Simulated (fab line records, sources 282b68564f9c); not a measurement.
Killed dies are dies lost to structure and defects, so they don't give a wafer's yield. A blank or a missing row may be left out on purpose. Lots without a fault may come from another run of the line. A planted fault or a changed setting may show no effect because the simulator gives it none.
Chamber matching | flow rit_cmos | RIT_CONTACT_CLEAN_14 on wet_bench-02: 3 sister chambers
The step cleans in SC2, time 600 s. 6 wafers are shown with their chamber, then 4 later ones without.

WAFERS WITH THEIR CHAMBER
wafer  | chamber | temp_c (C)
L438.3 | 0       | 74.97
L438.5 | 0       | 74.85
L439.4 | 3       | 74.86
L439.6 | 3       | 75.01
L444.2 | 1       | 75.12
L444.4 | 1       | 74.94

WAFERS WITHOUT THEIR CHAMBER
wafer  | temp_c (C)
L444.6 | 75.09
L450.1 | 74.90
L450.3 | 75.06
L450.5 | 75.05

WHICH CHAMBER EACH WENT THROUGH
wafer  | from the rows above          | in truth
L444.6 | can't be placed: 1 or 3 or 0 | 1
L450.1 | can't be placed: 0 or 3 or 1 | 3
L450.3 | can't be placed: 1 or 3 or 0 | 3
L450.5 | can't be placed: 1 or 3 or 0 | 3
Placed correctly: 0 of 4. Can't be placed from these rows: 4 (the true chamber is among the candidates in 4). Placed wrongly: 0.
How it was worked out, from the rows above alone: a wafer's distance from a chamber is the root of the sum, over the readings, of the square of ((its reading less the chamber's mean) divided by the reading's scatter). The wafer belongs to the nearest chamber; if the next one is less than 2 further off, it can't be placed. A chamber's mean is the mean of its shown wafers. The scatter: the root of (the sum of the squares of (reading less its chamber's mean) over the shown wafers, divided by (wafers less chambers)).
